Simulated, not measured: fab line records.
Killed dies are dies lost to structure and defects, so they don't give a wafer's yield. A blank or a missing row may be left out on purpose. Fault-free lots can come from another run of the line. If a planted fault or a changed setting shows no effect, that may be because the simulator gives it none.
One fault seen from 2 desks ; flow rit cmos ; numbers are kept per desk, each desk with only its own; the story behind them comes last

## AT THE METROLOGY DESK
Means of the sampled wafers that have a number, per lot and without regard to the tool the lot ran on: this is what the gauges read. A lot is out of limits, marked OUT, if its mean lies more than 4 standard deviations from the usual mean; the brackets give that distance.
Columns: A = ACTIVE_OXIDE_THK at RIT_ACTIVE_THK_MEAS_02, usual 48.1 nm; B = NWELL_OVL at RIT_NWELL_OVL_MEAS_06, usual 0.9 nm
lot;first seen here;A;B
L920;day 1 17:04;48.2;2.7
L921;day 1 22:03;46.9;0.2
L922;day 2 03:03;49.0;0.5
L923;day 2 08:05;49.0;1.1
L926;day 2 23:03;47.0;1.7
L927;day 3 04:04;48.1;1.5
L928;day 3 09:24;48.6;-1.0
L929;day 3 14:03;47.8;2.3
L934;day 4 15:04;38.3 (-12) OUT;-0.7
L936;day 5 01:13;37.0 (-14) OUT;1.2
L937;day 5 06:05;36.6 (-14) OUT;2.9
L938;day 5 11:04;47.3;1.6
L939;day 5 16:03;48.6;0.7
L940;day 5 22:26;48.6;1.1
L942;day 6 07:04;49.0;1.8
This desk's result: L934, L936, L937 out of limits, first on L934 (ACTIVE_OXIDE_THK at RIT_ACTIVE_THK_MEAS_02), day 4 15:04. Within limits: L920, L921, L922, L923, L926, L927, L928, L929, L938, L939, L940, L942.

## TOOL OWNER'S DESK, furnace-02
The tool's own readings at RIT_ACTIVE_OXIDATION_01 (target thk 46.8 nm, ox time 3360 s): means of the sampled wafers that have a number, for each lot that ran on this tool. A lot is out of limits, marked OUT, if its mean lies more than 4 standard deviations from the usual mean; the brackets give that distance.
Columns: A = spike tc centre C at RIT_ACTIVE_OXIDATION_01, usual 1005.3 C
lot;first seen here;A
L922;day 2 01:07;1006.6
L928;day 3 07:28;1007.3
L934;day 4 13:07;1007.2
L936;day 4 23:16;1006.9
L937;day 5 04:07;1007.5
This desk found nothing out of limits on any of the 5 lots.

## BROUGHT TOGETHER
Metrology desk: alarm possible at day 4 15:04 on L934, L936, L937.
Nothing out of limits was seen by the tool owner's desk.
Tool owner's desk: L934, L936, L937 on record, inside its limits.
The lots listed all ran RIT_ACTIVE_OXIDATION_01 on furnace-02.

## WHAT THE SIMULATOR PUT IN
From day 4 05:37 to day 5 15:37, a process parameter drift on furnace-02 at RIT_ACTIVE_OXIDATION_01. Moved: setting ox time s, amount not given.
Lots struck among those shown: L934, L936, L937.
Delay in hours, fault start to first out-of-limits reading, per desk: metrology desk 9.
